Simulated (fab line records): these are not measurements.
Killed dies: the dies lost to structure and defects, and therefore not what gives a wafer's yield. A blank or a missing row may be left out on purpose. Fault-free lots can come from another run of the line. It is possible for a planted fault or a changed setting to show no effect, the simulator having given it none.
Shared-tool check	flow berkeley-cmos170	15 lots, 45 wafers sampled

## WHAT PROMPTED THE OPENING
Of 15 lots, 3 have the reading SACOX_OXIDE_THK flagged at UCB170_SACOX_THK_MEAS_02. Wafers without a fault read 14.4 nm, standard deviation 0.33.
Rule: a lot is flagged in two cases, either no wafer of it has a number, or all its wafers with numbers fall more than 4 standard deviations from that mean. All remaining lots are regarded as sound.

lot	measured	on	SACOX_OXIDE_THK (nm), wafer by wafer	flag
L402	day 6 10:31	film-metro-04	14.2 14.3 14.4	
L403	day 6 21:37	film-metro-04	14.3 14.5 14.4	
L404	day 6 21:37	film-metro-03	14.1 14.2 14.0	
L406	day 6 21:41	film-metro-04	14.2 14.1 14.2	
L405	day 6 21:42	film-metro-03	13.8 13.5 13.8	
L407	day 7 00:59	film-metro-02	22.4 22.1 22.1	FLAGGED
L408	day 7 13:11	film-metro-02	23.2 23.2 23.1	FLAGGED
L410	day 7 13:12	film-metro-04	23.1 23.4 23.1	FLAGGED
L416	day 9 01:26	film-metro-04	14.6 14.6 14.8	
L417	day 9 01:26	film-metro-03	14.6 14.6 14.8	
L415	day 9 01:27	film-metro-02	14.6 14.5 14.4	
L418	day 9 08:44	film-metro-02	14.6 14.5 14.8	
L420	day 10 01:43	film-metro-03	14.6 14.6 14.6	
L424	day 10 10:34	film-metro-02	14.5 14.6 14.7	
L423	day 10 10:36	film-metro-03	14.7 14.8 14.8	
On average the flagged lots' numbers are 22.9 nm, which is +8.5 nm against the usual, or +26 standard deviations.

## TOOL THAT RAN EACH LOT
The record keeps 1 process step preceding the reading, out of 331 steps on the route. In each cell: the tool, then ch and the chambers that the sampled wafers went through, then the start.
lot	flag	UCB170_SACOX_OXIDATION_01
L402		furnace-04 ch 0, day 6 08:49
L403		furnace-04 ch 0, day 6 19:58
L404		furnace-04 ch 0, day 6 19:58
L406		furnace-04 ch 0, day 6 19:58
L405		furnace-04 ch 0, day 6 19:58
L407	FLAGGED	furnace-04 ch 0, day 6 19:58
L408	FLAGGED	furnace-04 ch 0, day 7 08:20
L410	FLAGGED	furnace-04 ch 0, day 7 08:20
L416		furnace-02 ch 0, day 8 23:46
L417		furnace-02 ch 0, day 8 23:46
L415		furnace-02 ch 0, day 8 23:46
L418		furnace-04 ch 0, day 9 07:02
L420		furnace-04 ch 0, day 9 23:59
L424		furnace-04 ch 0, day 10 08:55
L423		furnace-04 ch 0, day 10 08:55
These steps, and what they do:
- UCB170_SACOX_OXIDATION_01: target thk 14.4 nm, ox time 2400 s.
- UCB170_SACOX_THK_MEAS_02

## FLAGGED OVER TOTAL, TOOL BY TOOL (the gauges that took the reading come last)
step	tool	lots run	flagged	share of the flagged lots	sound lots run after its first flagged lot
UCB170_SACOX_OXIDATION_01	furnace-02	3	0	none	-
UCB170_SACOX_OXIDATION_01	furnace-04	12	3	all	4 (L418,L420,L423,L424)
UCB170_SACOX_THK_MEAS_02	film-metro-02	5	2	some	3 (L415,L418,L424)
UCB170_SACOX_THK_MEAS_02	film-metro-03	5	0	none	-
UCB170_SACOX_THK_MEAS_02	film-metro-04	5	1	some	1 (L416)

## WHAT IS ALLOWED BY THE TABLE
1 row of the table ran every flagged lot: furnace-04 at UCB170_SACOX_OXIDATION_01.
- furnace-04 at UCB170_SACOX_OXIDATION_01: 3 of its 12 lots flagged. Sound lots ran on it after the first flagged one (L418, L420, L423, L424), which a lasting fault on the whole tool wouldn't allow.
Every row of the table either missed a flagged lot or ran a sound lot after the first.

## WHAT WAS PUT IN BY THE SIMULATOR
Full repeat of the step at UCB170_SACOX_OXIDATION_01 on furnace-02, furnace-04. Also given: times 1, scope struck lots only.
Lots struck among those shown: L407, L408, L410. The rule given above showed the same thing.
